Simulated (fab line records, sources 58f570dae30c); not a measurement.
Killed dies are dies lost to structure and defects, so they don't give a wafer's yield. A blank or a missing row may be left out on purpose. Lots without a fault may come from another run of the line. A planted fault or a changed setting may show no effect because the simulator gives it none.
A struck lot beside a sound one | flow berkeley_cmos170 | 16 steps out of a route of 331
Sound: wafers L345.3, L345.5, L345.6. Struck: wafers L342.4, L342.5, L342.6. The cause comes at the end.
At each step with rows: each side's tool, then ch and its chambers, then its first start. Under that, the readings that differ: sound wafers | struck wafers | difference of the means | sigmas: that difference in standard deviations of wafers without a fault.
alike: readings whose means differ by less than 2 such deviations, and words and numbers that are the same on both sides. not compared: withheld readings, readings that some wafer has no value for, bounds like >300 that may hide the same value, and numbers for which the record gives no deviation and whose values overlap.
The two part at a step that has a row with sigmas, a row that says differs or no value, or rows on one side only. Numbers that don't overlap but have no deviation are shown without sigmas and don't part them. A reading that every wafer of one side lacks parts them only if that side has two wafers or more.

UCB170_CONTACT_STRIP_06: strips in O2.
  sound on plasma_asher-03 ch 0,1, day 9 23:03; struck on plasma_asher-02 ch 0,1, day 9 03:27
  reading                      | sound             | struck            | difference | sigmas
  strip_time_to_endpoint_s (s) | 22.05 21.99 22.05 | 21.88 21.95 21.87 | -0.13      | -2
  alike: drypump_motor_current_A, oes_product_au
  not compared: rf_hours_counter_h
then, 1 step without rows for these wafers: UCB170_CONTACT_CLEAN_07 (cleans in SPM, time 600 s).
UCB170_CONTACT_RTA_08: time 10 s.
  sound on rtp_anneal-02 ch 0, day 9 23:19; struck on rtp_anneal-01 ch 0, day 9 03:43
  reading            | sound          | struck         | difference | sigmas
  lamp_power_pct (%) | 24.3 24.3 24.3 | 26.3 26.3 26.3 | +2.0       | +2
  alike: wafer_temp_C_max
then, 6 steps without rows for these wafers: UCB170_CONTACT_COAT_09; UCB170_CONTACT_COAT_10 (resist thk 900 nm); UCB170_CONTACT_SOFTBAKE_11 (time 60 s); UCB170_CONTACT_EXPOSE_12 (exposes mask CONT, target cd 700 nm); UCB170_CONTACT_PEB_13; UCB170_CONTACT_DEVELOP_14 (develop time 45 s).
UCB170_CONTACT_CD_MEAS_15: target cd 700 nm.
  sound on cd_sem-01, day 10 00:14; struck on cd_sem-01, day 9 04:40
  alike: cd_nm
UCB170_CONTACT_OVL_MEAS_16:
  sound on overlay-02, day 10 00:20; struck on overlay-02, day 9 04:44
  reading          | sound    | struck  | difference | sigmas
  CONTACT_OVL (nm) | 10 12 14 | 0 -2 -8 | -15        | -3
UCB170_CONTACT_ETCH_17: etches BARC in N2/H2.
  sound on rie_diel-02 ch 1,2, day 10 00:21; struck on rie_diel-04 ch 0,1,2, day 9 04:45
  alike: bias_w, chamber_pressure_mTorr, drypump_motor_current_A, oes_product_au, rf_fwd_power_W, throttle_valve_pct
UCB170_CONTACT_ETCH_18: etches PSG in CHF3/CF4/Ar, stops on TiSi2, target depth 840 nm, time 195 s.
  sound on rie_diel-02 ch 1,2, day 10 00:00; struck on rie_diel-04 ch 0,1,2, day 9 04:00
  no value came back on the struck wafers for any of 6 readings (CHF3_flow_sccm (sccm), cf4_flow_sccm (sccm) and others); on the sound wafers CHF3_flow_sccm (sccm) reads 45.00 44.94 44.82
  reading                                  | sound             | struck            | difference | sigmas
  model.KrF_of_CONTACT_COAT_10.thk_nm (nm) | 690.3 693.8 690.9 | 888.3 890.9 887.4 | +197.2     |
  not compared: rf_hours_counter_h
UCB170_CONTACT_STRIP_19: strips in O2.
  sound on plasma_asher-03 ch 0,1, day 10 00:34; struck on plasma_asher-02 ch 0,1, day 9 04:57
  alike: drypump_motor_current_A, oes_product_au
  not compared: rf_hours_counter_h
UCB170_CONTACT_CD_MEAS_90: target cd 700 nm.
  sound on cd_sem-01, day 10 00:40; struck on cd_sem-02, day 9 05:05
  reading    | sound             | struck | difference                    | sigmas
  cd_nm (nm) | 697.6 698.0 698.3 | - - -  | no value on the struck wafers |
then, 1 step without rows for these wafers: UCB170_CONTACT_CLEAN_20 (cleans in SPM, time 600 s).

WHERE THEY PART
First at UCB170_CONTACT_STRIP_06; last, within this record, at UCB170_CONTACT_CD_MEAS_90.

WHY: what the simulator had put in
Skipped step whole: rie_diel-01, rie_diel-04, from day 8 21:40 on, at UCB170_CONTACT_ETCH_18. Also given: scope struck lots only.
